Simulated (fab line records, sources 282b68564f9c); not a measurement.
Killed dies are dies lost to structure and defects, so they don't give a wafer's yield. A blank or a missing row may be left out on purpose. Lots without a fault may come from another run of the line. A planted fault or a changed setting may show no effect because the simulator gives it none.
fab line records | flow rit_cmos
record lots=7 wafers=21 last_day=7
route steps=202 shown REOX@100 NLDD@103 PLDD@114 SPACER@125 NSD@131 M1@202
lots that met no fault: from a run of the same line without faults
start_h: hours from the record's first day to the start of the lot's first wafer shown | wait_h: hours since the lot's step before | " the same as in the row above | L1.1+2: a row that stands for several wafers | - no value, or no start given | * or withheld: withheld | < > ~ a bound
route shown NAME@n: a module of which the file shows steps, and the number in the route of the first | usual: mean/standard deviation of fault-free wafers | same: alike in all rows | chamber/n: place in a boat | sites: the reading at each site | _std_site: their standard deviation | _edge_site: outer sites' mean less inner sites' | radius_mm: how far each site lies from the wafer's centre | mask NAME#n: copy n | behind: the tool/chamber that last shaped the wafer | hold: why the lot was held/for how many hours/how that ended | device: the transistor (n, p or np) that didn't switch | end of line: the same wafers' tests at the end of the route | a step without rows: its recipe alone | killed: dies lost to structure and defects at the first sort, not the wafer's yield | map: a wafer's dies, x killed, . not, _ none there
set.NAME: the setting as run; set.NAME@STEP: as run at that earlier step | model.NAME: the simulator's own value behind a step, which no gauge read
lots at some steps of the route; a table a step, a row a wafer
services: from which hour (start_h, from the record's first day; less than 0 if before it) a tool's chamber was out of use, for how many hours, and why
## steps
# step RIT_REOX_CLEAN_02
# recipe chemistry=SC2 mix=3:3:50 time_s=600 temp_c=75 dry=n2_spin
# step RIT_REOX_OXIDATION_03
# recipe temp_c=900 ambient=O2 target_thk_a=252 ox_time_s=5580
# step RIT_REOX_THK_MEAS_04
# recipe reads=SiO2_of_REOX_OXIDATION_03
# usual REOX_OXIDE_THK=25.2/0.48
# columns lot.wafer tool chamber start_h wait_h REOX_OXIDE_THK[nm]
L352.2 film_metro-01 - 72.16 0.0 24.9
L352.4 " - " " 24.4
L352.6 " - " " 25.0
L355.2 film_metro-03 - 90.93 0.0 25.3
L355.3 " - " " 25.7
L355.5 " - " " 25.6
L359.1 film_metro-01 - 106.48 0.0 26.5
L359.2 " - " " 26.6
L359.6 " - " " 26.1
L361.3 film_metro-01 - 117.74 0.0 24.6
L361.4 " - " " 25.1
L361.6 " - " " 24.5
L363.2 film_metro-03 - 128.09 0.0 24.8
L363.5 " - " " 25.2
L363.6 " - " " 24.7
L364.3 film_metro-03 - 130.65 0.0 25.0
L364.5 " - " " 25.0
L364.6 " - " " 25.3
L366.3 film_metro-01 - 140.07 0.0 25.5
L366.4 " - " " 25.7
L366.6 " - " " 25.5
# step RIT_NLDD_HMDS_00
# recipe prime_time_s=60 prime_temp_c=140
# step RIT_NLDD_COAT_01
# recipe resist=NOVOLAK spin_rpm=3250 resist_thk_nm=1000
# step RIT_NLDD_SOFTBAKE_02
# recipe resist=NOVOLAK temp_c=90 time_s=60
# step RIT_NLDD_EXPOSE_03
# recipe mask_id=M7 na=0.57 target_cd_nm=40700 dose_mj=250
# step RIT_NLDD_PEB_04
# recipe resist=NOVOLAK temp_c=withheld time_s=withheld
# step RIT_NLDD_DEVELOP_05
# recipe resist=NOVOLAK develop_time_s=50 dev_temp_c=23
# step RIT_NLDD_OVL_MEAS_06
# usual NLDD_OVL=-0.8/1.4
# columns lot.wafer tool chamber start_h wait_h NLDD_OVL[nm]
L352.2 overlay-01 - 73.12 - 1.4
L352.4 " - " " 3.1
L352.6 " - " " 2.3
L355.2 overlay-02 - 91.83 - -0.5
L355.3 " - " " -0.2
L355.5 " - " " 1.7
L359.1 overlay-02 - 107.39 - -1.3
L359.2 " - " " -3.1
L359.6 " - " " -2.3
L361.3 overlay-01 - 118.82 - -1.2
L361.4 " - " " -0.9
L361.6 " - " " 0.4
L363.2 overlay-02 - 129.13 - 0.4
L363.5 " - " " 0.3
L363.6 " - " " -1.7
L364.3 overlay-02 - 131.55 - -1.0
L364.5 " - " " -1.4
L364.6 " - " " -1.3
L366.3 overlay-01 - 141.10 - -1.9
L366.4 " - " " -1.2
L366.6 " - " " -0.9
# step RIT_NLDD_HARDBAKE_07
# recipe resist=NOVOLAK temp_c=140 time_s=60
# step RIT_NLDD_IMPLANT_08
# recipe species=P energy_kev=20 dose_cm2=5e+14 tilt_deg=7
# step RIT_NLDD_STRIP_09
# recipe chemistry=O2 time_s=180 resist=NOVOLAK platen_temp_c=withheld power_w=500 pressure_mtorr=4000 o2_flow_sccm=4000
# usual drypump_motor_current_A=5.9/0.39
# columns lot.wafer tool chamber start_h wait_h drypump_motor_current_A rf_hours_counter_h
L352.2 plasma_asher-01 0 73.45 0.1 6.2 29
L352.4 " 1 " " 5.2 -
L352.6 " 0 " " 6.2 -
L355.2 plasma_asher-04 0 92.16 0.1 5.9 39
L355.3 " 0 " " 5.9 -
L355.5 " 1 " " 5.6 -
L359.1 plasma_asher-04 1 107.72 0.1 5.6 41
L359.2 " 0 " " 5.9 41
L359.6 " 1 " " 5.6 -
L361.3 plasma_asher-04 1 119.20 0.1 5.6 -
L361.4 " 0 " " 5.9 -
L361.6 " 0 " " 5.9 -
L363.2 plasma_asher-04 0 129.46 0.1 5.9 43
L363.5 " 0 " " 5.8 -
L363.6 " 1 " " 5.5 -
L364.3 plasma_asher-01 1 131.94 0.1 5.2 -
L364.5 " 0 " " 6.2 -
L364.6 " 1 " " 5.1 -
L366.3 plasma_asher-04 1 141.48 0.1 5.6 -
L366.4 " 0 " " 5.8 -
L366.6 " 1 " " 5.6 -
# step RIT_NLDD_TW_MEAS_10
# usual NLDD_TW=2502/26
# columns lot.wafer tool chamber start_h wait_h NLDD_TW
L352.2 film_metro-04 - 73.64 0.1 2460
L352.4 " - " " 2465
L352.6 " - " " 2470
L355.2 film_metro-03 - 92.35 0.1 2507
L355.3 " - " " 2500
L355.5 " - " " 2498
L359.1 film_metro-02 - 107.90 0.1 2520
L359.2 " - " " 2512
L359.6 " - " " 2523
L361.3 film_metro-02 - 119.34 0.1 2500
L361.4 " - " " 2501
L361.6 " - " " 2512
L363.2 film_metro-04 - 129.64 0.1 2485
L363.5 " - " " 2471
L363.6 " - " " 2457
L364.3 film_metro-04 - 132.07 0.1 2466
L364.5 " - " " 2467
L364.6 " - " " 2468
L366.3 film_metro-02 - 141.61 0.1 2515
L366.4 " - " " 2526
L366.6 " - " " 2518
# step RIT_PLDD_HMDS_00
# recipe prime_time_s=60 prime_temp_c=140
# step RIT_PLDD_COAT_01
# recipe resist=NOVOLAK spin_rpm=3250 resist_thk_nm=1000
# step RIT_PLDD_SOFTBAKE_02
# recipe resist=NOVOLAK temp_c=90 time_s=58.53
# step RIT_PLDD_EXPOSE_03
# recipe mask_id=M8 na=0.57 target_cd_nm=40900 dose_mj=250
# step RIT_PLDD_PEB_04
# recipe resist=NOVOLAK temp_c=withheld time_s=withheld
# step RIT_PLDD_DEVELOP_05
# recipe resist=NOVOLAK develop_time_s=50 dev_temp_c=23
# step RIT_PLDD_OVL_MEAS_06
# usual PLDD_OVL=0.8/1.8
# columns lot.wafer tool chamber start_h wait_h PLDD_OVL[nm]
L352.2 overlay-02 - 74.88 - 2.3
L352.4 " - " " 1.4
L352.6 " - " " 1.5
L355.2 overlay-01 - 93.38 - -2.7
L355.3 " - " " -1.6
L355.5 " - " " -2.2
L359.1 overlay-01 - 108.81 - 2.0
L359.2 " - " " 2.3
L359.6 " - " " 1.5
L361.3 overlay-01 - 120.25 - 0.9
L361.4 " - " " 1.9
L361.6 " - " " 1.2
L363.2 overlay-02 - 130.55 - -0.2
L363.5 " - " " 1.3
L363.6 " - " " 0.9
L364.3 overlay-02 - 132.97 - -0.5
L364.5 " - " " -2.5
L364.6 " - " " -1.2
L366.3 overlay-02 - 142.89 - -2.2
L366.4 " - " " -2.7
L366.6 " - " " -3.1
# step RIT_PLDD_HARDBAKE_07
# recipe resist=NOVOLAK temp_c=140 time_s=60
# step RIT_PLDD_IMPLANT_08
# recipe species=BF2 energy_kev=20 dose_cm2=9e+14 tilt_deg=7
# step RIT_PLDD_STRIP_09
# recipe chemistry=O2 time_s=180 resist=NOVOLAK platen_temp_c=withheld power_w=500 pressure_mtorr=4000 o2_flow_sccm=4000
# usual drypump_motor_current_A=6.18/0.29
# columns lot.wafer tool chamber start_h wait_h drypump_motor_current_A rf_hours_counter_h
L352.2 plasma_asher-04 0 75.21 0.1 5.87 38
L352.4 " 1 " " 5.58 -
L352.6 " 1 " " 5.58 -
L355.2 plasma_asher-03 0 93.71 0.1 6.04 46
L355.3 " 0 " " 6.06 -
L355.5 " 0 " " 6.07 -
L359.1 plasma_asher-03 1 109.14 0.1 6.33 48
L359.2 " 0 " " 6.11 48
L359.6 " 0 " " 6.05 -
L361.3 plasma_asher-04 0 120.63 0.1 5.83 -
L361.4 " 1 " " 5.60 -
L361.6 " 0 " " 5.84 -
L363.2 plasma_asher-03 1 130.88 0.1 6.36 51
L363.5 " 0 " " 6.07 -
L363.6 " 1 " " 6.33 -
L364.3 plasma_asher-03 0 133.36 0.1 6.08 -
L364.5 " 1 " " 6.32 -
L364.6 " 0 " " 6.08 -
L366.3 plasma_asher-03 1 143.27 0.1 6.29 -
L366.4 " 0 " " 6.05 -
L366.6 " 0 " " 6.07 -
# step RIT_PLDD_TW_MEAS_10
# usual PLDD_TW=2352/24
# columns lot.wafer tool chamber start_h wait_h PLDD_TW
L352.2 film_metro-03 - 75.39 0.1 2360
L352.4 " - " " 2368
L352.6 " - " " 2365
L355.2 film_metro-04 - 93.89 0.1 2321
L355.3 " - " " 2320
L355.5 " - " " 2318
L359.1 film_metro-04 - 109.32 0.1 2311
L359.2 " - " " 2311
L359.6 " - " " 2315
L361.3 film_metro-04 - 120.77 0.1 2330
L361.4 " - " " 2336
L361.6 " - " " 2330
L363.2 film_metro-02 - 131.06 0.1 2374
L363.5 " - " " 2371
L363.6 " - " " 2389
L364.3 film_metro-03 - 133.49 0.1 2384
L364.5 " - " " 2369
L364.6 " - " " 2371
L366.3 film_metro-02 - 143.41 0.1 2385
L366.4 " - " " 2369
L366.6 " - " " 2388
# step RIT_SPACER_CLEAN_00
# recipe chemistry=SC1 mix=3:3:50 time_s=600 temp_c=75
# step RIT_SPACER_CLEAN_01
# recipe chemistry=dHF dilution=50:1 time_s=30
# step RIT_SPACER_CLEAN_02
# recipe chemistry=SC2 mix=3:3:50 time_s=600 temp_c=75 dry=n2_spin
# step RIT_SPACER_CVD_03
# recipe material=Si3N4 target_thk_nm=250 temp_c=810 precursor=SiH2Cl2/NH3 time_s=3300 pressure_mtorr=300 sih2cl2_flow_sccm=60 nh3_flow_sccm=150
# step RIT_SPACER_THK_MEAS_04
# recipe reads=Si3N4_of_SPACER_CVD_03
# usual SPACER_NITRIDE_THK=249.1/2.2
# columns lot.wafer tool chamber start_h wait_h SPACER_NITRIDE_THK[nm]
L352.2 film_metro-04 - 77.77 0.0 252.0
L352.4 " - " " 248.6
L352.6 " - " " 249.4
L355.2 film_metro-02 - 96.25 0.0 248.8
L355.3 " - " " 248.3
L355.5 " - " " 251.3
L359.1 film_metro-01 - 111.71 0.0 248.0
L359.2 " - " " 249.8
L359.6 " - " " 248.7
L361.3 film_metro-04 - 123.12 0.0 247.0
L361.4 " - " " 246.7
L361.6 " - " " 246.0
L363.2 film_metro-04 - 133.43 0.0 250.5
L363.5 " - " " 248.6
L363.6 " - " " 248.0
L364.3 film_metro-02 - 136.49 0.0 246.0
L364.5 " - " " 247.0
L364.6 " - " " 246.7
L366.3 film_metro-01 - 145.97 0.0 247.2
L366.4 " - " " 249.5
L366.6 " - " " 248.6
# step RIT_SPACER_ETCHBACK_05
# recipe target_depth_a=2500 SF6_flow_sccm=30 CHF3_flow_sccm=30 target=Si3N4 chemistry=SF6/CHF3 pressure_mtorr=40 rf_w=250 time_s=240 stop_on=SiO2
# usual drypump_motor_current_A=5.5/0.34 oes_product_au=0.845/0.02 throttle_valve_pct=10.27/0.11
# columns lot.wafer tool chamber start_h wait_h drypump_motor_current_A oes_product_au rf_hours_counter_h throttle_valve_pct
L352.2 rie_diel-04 2 77.82 0.0 5.4 0.834 19 10.28
L352.4 " 1 " " 5.9 0.825 - 10.40
L352.6 " 2 " " 5.4 0.822 - 10.30
L355.2 rie_diel-04 0 96.30 0.0 5.2 0.863 7 10.24
L355.3 " 2 " " 5.4 0.821 19 10.28
L355.5 " 1 " " 5.9 0.832 - 10.42
L359.1 rie_diel-04 1 111.77 0.1 5.9 0.829 2 10.41
L359.2 " 2 " " 5.4 0.828 20 10.29
L359.6 " 3 " " 4.8 0.826 - 10.34
L361.3 rie_diel-04 0 123.16 0.0 5.2 0.865 7 10.20
L361.4 " 2 " " 5.4 0.820 20 10.28
L361.6 " 1 " " 5.9 0.822 - 10.39
L363.2 rie_diel-01 2 133.48 0.0 5.4 0.851 123 10.17
L363.5 " 0 " " 5.2 0.849 - 10.27
L363.6 " 3 " " 5.4 0.855 - 10.43
L364.3 rie_diel-04 2 136.53 0.0 5.4 0.820 20 10.28
L364.5 " 3 " " 4.8 0.813 - 10.33
L364.6 " 0 " " 5.2 0.858 - 10.23
L366.3 rie_diel-02 1 146.01 0.0 5.8 0.867 60 10.34
L366.4 " 0 " " 5.7 0.843 10 10.02
L366.6 " 0 " " 5.6 0.837 - 10.02
# step RIT_NSD_HMDS_00
# recipe prime_time_s=60 prime_temp_c=140
# step RIT_NSD_COAT_01
# recipe resist=NOVOLAK spin_rpm=3250 resist_thk_nm=1000
# step RIT_NSD_SOFTBAKE_02
# recipe resist=NOVOLAK temp_c=90 time_s=62.74
# usual chill_plate_temp_C=22.97/0.099 plate_sensor_t_centre_C=90.969/0.011 plate_sensor_t_edge_C=91.021/0.011
# columns lot.wafer tool chamber start_h wait_h chill_plate_temp_C plate_sensor_t_centre_C plate_sensor_t_edge_C
L352.2 litho_track-04 0 78.29 0.1 22.95 90.941 91.002
L352.4 " 0 " " 23.11 90.972 91.023
L352.6 " 0 " " 23.23 90.979 91.042
L355.2 litho_track-04 0 96.78 0.1 22.95 90.977 91.013
L355.3 " 0 " " 23.03 90.979 91.028
L355.5 " 0 " " 22.97 90.970 91.008
L359.1 litho_track-04 0 112.22 0.1 22.98 90.953 91.007
L359.2 " 0 " " 22.98 90.971 91.013
L359.6 " 0 " " 22.96 90.978 91.024
L361.3 litho_track-04 0 123.66 0.1 22.99 90.971 91.025
L361.4 " 0 " " 23.06 90.963 91.029
L361.6 " 0 " " 22.82 90.971 91.028
L363.2 litho_track-04 0 133.95 0.1 22.99 90.970 91.038
L363.5 " 0 " " 22.96 90.981 91.015
L363.6 " 0 " " 22.90 90.958 91.030
L364.3 litho_track-02 0 137.03 0.1 22.96 90.982 91.004
L364.5 " 0 " " 22.93 90.965 91.030
L364.6 " 0 " " 23.00 90.972 91.031
L366.3 litho_track-03 0 146.51 0.1 23.00 90.951 91.025
L366.4 " 0 " " 22.94 90.971 91.020
L366.6 " 0 " " 22.89 90.976 91.031
# step RIT_NSD_EXPOSE_03
# recipe mask_id=M9 na=0.57 target_cd_nm=40700 dose_mj=250
# step RIT_NSD_PEB_04
# recipe resist=NOVOLAK temp_c=withheld time_s=withheld
# step RIT_NSD_DEVELOP_05
# recipe resist=NOVOLAK develop_time_s=50 dev_temp_c=23
# step RIT_NSD_OVL_MEAS_06
# usual NSD_OVL=1.6/1
# columns lot.wafer tool chamber start_h wait_h NSD_OVL[nm]
L352.2 overlay-02 - 79.24 - 0.4
L352.4 " - " " 0.5
L352.6 " - " " 0.1
L355.2 overlay-02 - 97.31 - 2.2
L355.3 " - " " 1.5
L355.5 " - " " 1.6
L359.1 overlay-01 - 112.77 - 2.9
L359.2 " - " " 2.0
L359.6 " - " " 1.7
L361.3 overlay-02 - 124.18 - 0.9
L361.4 " - " " 0.9
L361.6 " - " " 0.9
L363.2 overlay-01 - 134.61 - 1.2
L363.5 " - " " 1.0
L363.6 " - " " 0.1
L364.3 overlay-02 - 137.54 - 2.1
L364.5 " - " " 0.1
L364.6 " - " " 1.5
L366.3 overlay-02 - 147.02 - 1.2
L366.4 " - " " 3.3
L366.6 " - " " 2.5
# step RIT_NSD_HARDBAKE_07
# recipe resist=NOVOLAK temp_c=140 time_s=60
# step RIT_NSD_IMPLANT_08
# recipe species=P energy_kev=25 dose_cm2=1e+15 tilt_deg=7
# step RIT_NSD_STRIP_09
# recipe chemistry=O2 time_s=180 resist=NOVOLAK platen_temp_c=withheld power_w=500 pressure_mtorr=4000 o2_flow_sccm=4000
# usual drypump_motor_current_A=5.9/0.48
# columns lot.wafer tool chamber start_h wait_h drypump_motor_current_A rf_hours_counter_h
L352.2 plasma_asher-02 0 79.57 0.1 6.4 46
L352.4 " 0 " " 6.4 -
L352.6 " 1 " " 6.5 -
L355.2 plasma_asher-01 1 97.64 0.1 5.2 31
L355.3 " 0 " " 6.2 -
L355.5 " 0 " " 6.2 -
L359.1 plasma_asher-01 0 113.10 0.1 6.2 33
L359.2 " 1 " " 5.2 33
L359.6 " 1 " " 5.1 -
L361.3 plasma_asher-03 0 124.56 0.1 6.1 -
L361.4 " 1 " " 6.3 -
L361.6 " 1 " " 6.3 -
L363.2 plasma_asher-02 1 134.94 0.1 6.5 2
L363.5 " 1 " " 6.5 -
L363.6 " 0 " " 6.4 -
L364.3 plasma_asher-03 0 137.92 0.1 6.1 -
L364.5 " 0 " " 6.1 -
L364.6 " 1 " " 6.3 -
L366.3 plasma_asher-01 1 147.41 0.1 5.2 -
L366.4 " 0 " " 6.2 -
L366.6 " 1 " " 5.2 -
# step RIT_NSD_TW_MEAS_10
# usual NSD_TW=3141/31
# columns lot.wafer tool chamber start_h wait_h NSD_TW
L352.2 film_metro-04 - 79.75 0.1 3091
L352.4 " - " " 3076
L352.6 " - " " 3098
L355.2 film_metro-03 - 97.82 0.1 3137
L355.3 " - " " 3136
L355.5 " - " " 3136
L359.1 film_metro-03 - 113.28 0.1 3141
L359.2 " - " " 3143
L359.6 " - " " 3132
L361.3 film_metro-02 - 124.70 0.1 3164
L361.4 " - " " 3176
L361.6 " - " " 3171
L363.2 film_metro-03 - 135.12 0.1 3147
L363.5 " - " " 3159
L363.6 " - " " 3161
L364.3 film_metro-03 - 138.06 0.1 3156
L364.5 " - " " 3160
L364.6 " - " " 3133
L366.3 film_metro-03 - 147.54 0.1 3149
L366.4 " - " " 3144
L366.6 " - " " 3152
# step RIT_M1_PROBE_99
# usual killed_at_M0_to_M3=0.0/0.16 killed_at_contacts=0.1/0.24 killed_at_front_end=7/3.2 killed_dies=7/3.2 killed_on_rim=2.0/1.5 killed_open=3.4/2 killed_short=3.5/2.2
# same gross_dies=264 killed_at_M4_up=0 killed_at_back_side=0 killed_at_other=0
# columns lot.wafer tool chamber start_h wait_h hold killed_at_M0_to_M3 killed_at_contacts killed_at_front_end killed_dies killed_on_rim killed_open killed_short
L352.2 prober-01 - 89.55 0.1 - 0 0 4 4 0 2 2
L352.4 prober-01 - 89.65 0.2 - 0 0 5 5 2 2 3
L352.6 prober-01 - 89.75 0.2 - 1 0 7 8 3 2 6
L355.2 prober-02 - 107.44 0.1 - 0 0 5 5 1 2 3
L355.3 prober-02 - 107.49 0.2 - 0 0 5 5 3 2 3
L355.5 prober-02 - 107.59 0.2 - 0 1 10 11 6 6 5
L359.1 prober-02 - 123.39 0.1 - 0 0 0 0 0 0 0
L359.2 prober-02 - 123.44 0.1 - 0 0 4 4 1 2 2
L359.6 prober-02 - 123.64 0.2 - 0 0 8 8 2 7 1
L361.3 prober-02 - 134.31 0.2 await_dispo/6.8h/release 0 0 4 4 1 1 3
L361.4 prober-02 - 134.36 0.2 await_dispo/6.8h/release 0 1 28 29 10 2 3
L361.6 prober-02 - 134.46 0.2 await_dispo/6.8h/release 0 0 33 33 12 5 4
L363.2 prober-02 - 145.13 0.1 await_dispo/3.1h/release 1 0 25 26 8 1 4
L363.5 prober-02 - 145.28 0.2 await_dispo/3.1h/release 0 0 37 37 13 3 6
L363.6 prober-02 - 145.33 0.2 await_dispo/3.1h/release 0 0 9 9 0 4 5
L364.3 prober-01 - 147.60 0.2 - 0 0 12 12 2 4 8
L364.5 prober-01 - 147.70 0.2 - 0 0 13 13 5 9 4
L364.6 prober-01 - 147.75 0.2 - 0 0 13 13 1 10 3
L366.3 prober-01 - 157.54 0.2 await_dispo/3.7h/release 0 0 6 6 3 5 1
L366.4 prober-01 - 157.59 0.2 await_dispo/3.7h/release 0 0 30 30 10 6 0
L366.6 prober-01 - 157.69 0.2 await_dispo/3.7h/release 0 0 4 4 1 2 2
# killed by level:class
L352.2 FOX2:geometric_particle:short=1 REOX:geometric_particle:open=1 SPACER:geometric_particle:short=1 SPACER:geometric_particle:open=1
L352.4 FOX1:geometric_particle:short=1 GATE:geometric_particle:open=1 GATE:geometric_particle:short=1 SPACER:geometric_particle:short=1 SPACER:geometric_particle:open=1
L352.6 GATE:geometric_particle:short=3 FOX2:geometric_particle:short=1 GATE:geometric_particle:open=1 SPACER:geometric_particle:open=1 SPACER:geometric_particle:short=1 M1:geometric_particle:short=1
L355.2 GATE:geometric_particle:short=2 GATE:geometric_particle:open=2 SPACER:geometric_particle:short=1
L355.3 FOX2:geometric_particle:short=1 FOX2:geometric_particle:open=1 GATE:geometric_particle:open=1 GATE:geometric_particle:short=1 REOX:geometric_particle:short=1
L355.5 GATE:geometric_particle:open=3 GATE:geometric_particle:short=2 SPACER:geometric_particle:open=2 FOX1:geometric_particle:open=1 REOX:geometric_particle:short=1 SPACER:geometric_particle:short=1 CONTACT:geometric_particle:short=1
L359.2 FOX2:geometric_particle:open=2 GATE:geometric_particle:short=1 SILICIDE:geometric_particle:short=1
L359.6 SILICIDE:geometric_particle:open=3 REOX:geometric_particle:open=2 GATE:geometric_particle:open=1 SPACER:geometric_particle:short=1 SPACER:geometric_particle:open=1
L361.3 SILICIDE:geometric_particle:short=2 FOX2:geometric_particle:open=1 GATE:geometric_particle:short=1
L361.4 NLDD:unspecified=24 FOX2:geometric_particle:short=1 GATE:geometric_particle:short=1 SPACER:geometric_particle:short=1 SILICIDE:geometric_particle:open=1 CONTACT:geometric_particle:open=1
L361.6 NLDD:unspecified=24 FOX2:geometric_particle:open=2 GATE:geometric_particle:short=2 FOX1:geometric_particle:short=1 FOX1:geometric_particle:open=1 SPACER:geometric_particle:open=1 SPACER:geometric_particle:short=1 SILICIDE:geometric_particle:open=1
L363.2 NLDD:unspecified=21 FOX1:geometric_particle:short=2 FOX2:geometric_particle:open=1 GATE:geometric_particle:short=1 M1:geometric_particle:short=1
L363.5 NLDD:unspecified=28 FOX1:geometric_particle:short=3 FOX1:geometric_particle:open=2 SILICIDE:geometric_particle:short=2 GATE:geometric_particle:open=1 REOX:geometric_particle:short=1
L363.6 FOX1:geometric_particle:short=2 GATE:geometric_particle:open=2 FOX2:geometric_particle:open=1 GATE:geometric_particle:short=1 REOX:geometric_particle:short=1 SPACER:geometric_particle:open=1 SILICIDE:geometric_particle:short=1
L364.3 GATE:geometric_particle:short=3 FOX1:geometric_particle:short=2 GATE:geometric_particle:open=2 FOX2:geometric_particle:short=1 FOX2:geometric_particle:open=1 REOX:geometric_particle:short=1 SPACER:geometric_particle:open=1 SILICIDE:geometric_particle:short=1
L364.5 FOX2:geometric_particle:open=3 SILICIDE:geometric_particle:open=3 SILICIDE:geometric_particle:short=2 FOX1:geometric_particle:open=1 FOX2:geometric_particle:short=1 GATE:geometric_particle:short=1 GATE:geometric_particle:open=1 REOX:geometric_particle:open=1
L364.6 SILICIDE:geometric_particle:open=4 FOX1:geometric_particle:open=2 GATE:geometric_particle:open=2 REOX:geometric_particle:short=2 GATE:geometric_particle:short=1 REOX:geometric_particle:open=1 SPACER:geometric_particle:open=1
L366.3 SILICIDE:geometric_particle:open=3 FOX1:geometric_particle:short=1 GATE:geometric_particle:open=1 REOX:geometric_particle:open=1
L366.4 NLDD:unspecified=24 FOX1:geometric_particle:open=2 GATE:geometric_particle:open=2 FOX2:geometric_particle:open=1 SPACER:geometric_particle:open=1
L366.6 FOX1:geometric_particle:short=1 FOX2:geometric_particle:open=1 GATE:geometric_particle:short=1 REOX:geometric_particle:open=1
# map L361.6 (x killed, . not)
________......x_______
_____.............____
____...............___
___.................__
__..................x_
__xx.x..............._
_xxxxx...........x....
_xxxxx................
_xxxx.................
_xxxxx................
__x.x................_
__.x......x...x......_
___........x........__
____...............___
_____........x....____
________......x_______
# map L363.5 (x killed, . not)
________......._______
_____...x.........____
____...............___
___.................__
__x......x.....x....x_
__x.................._
_xxxxxx...........x...
_xxxxxx...............
_xxxxx........x....x..
_xxxxxx...............
__xx..x.............._
__.x................._
___.................__
____..............x___
_____.............____
________......._______
## services
# columns tool chamber start_h hours kind
rie_diel-01 1 57.88 3.0 repair
rie_diel-01 - 73.33 0.3 repair
rie_diel-01 0 73.67 9.9 repair
rie_diel-02 3 74.08 - clean
rie_diel-02 3 74.08 22.9 scheduled_down
rie_diel-02 3 74.08 22.9 vent_cycle
rie_diel-04 3 77.15 7.1 repair
plasma_asher-04 - 86.48 2.8 pm
rie_diel-04 3 91.80 - clean
rie_diel-04 3 91.80 19.7 scheduled_down
rie_diel-04 3 91.80 19.7 vent_cycle
rie_diel-01 0 93.09 1.9 repair
rie_diel-02 0 97.91 5.5 repair
rie_diel-02 - 104.93 0.2 repair
plasma_asher-02 - 108.75 9.0 pm
plasma_asher-02 0 108.75 9.0 vent_cycle
plasma_asher-02 1 108.75 9.0 vent_cycle
rie_diel-01 - 110.66 0.4 repair
plasma_asher-01 - 114.96 0.6 repair
plasma_asher-02 0 117.75 - clean
plasma_asher-02 1 117.75 - clean
plasma_asher-03 - 121.60 2.2 repair
rie_diel-01 1 137.16 9.8 repair
rie_diel-01 0 144.17 3.2 repair
## key
first_sign step=RIT_M1_PROBE_99 reading=killed_dies direction=up sigmas=7.5 usual=7 struck=31
effect step=RIT_M1_PROBE_99 reading=killed_at_front_end direction=up sigmas=7.4 usual=7 struck=31
met_at RIT_NLDD_STRIP_09
struck_wafers L361.4,L361.6,L363.2,L363.5,L366.4
tester_left_out L361,L363,L366
onset_between 107.72 119.20
fault kind=chamber_particle_source tool=plasma_asher-04 chamber=0 onset_h=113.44 steps=RIT_NLDD_STRIP_09 rate_per_visit_cm2=0.91075 end_h=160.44
# tester_left_out: of these lots the tester's yield and bins aren't shown, on N5 and GAA mostly nor the transistor test; their killed dies are dies lost to structure and defects alone, not to doping, threshold or leakage, so they don't give the yield
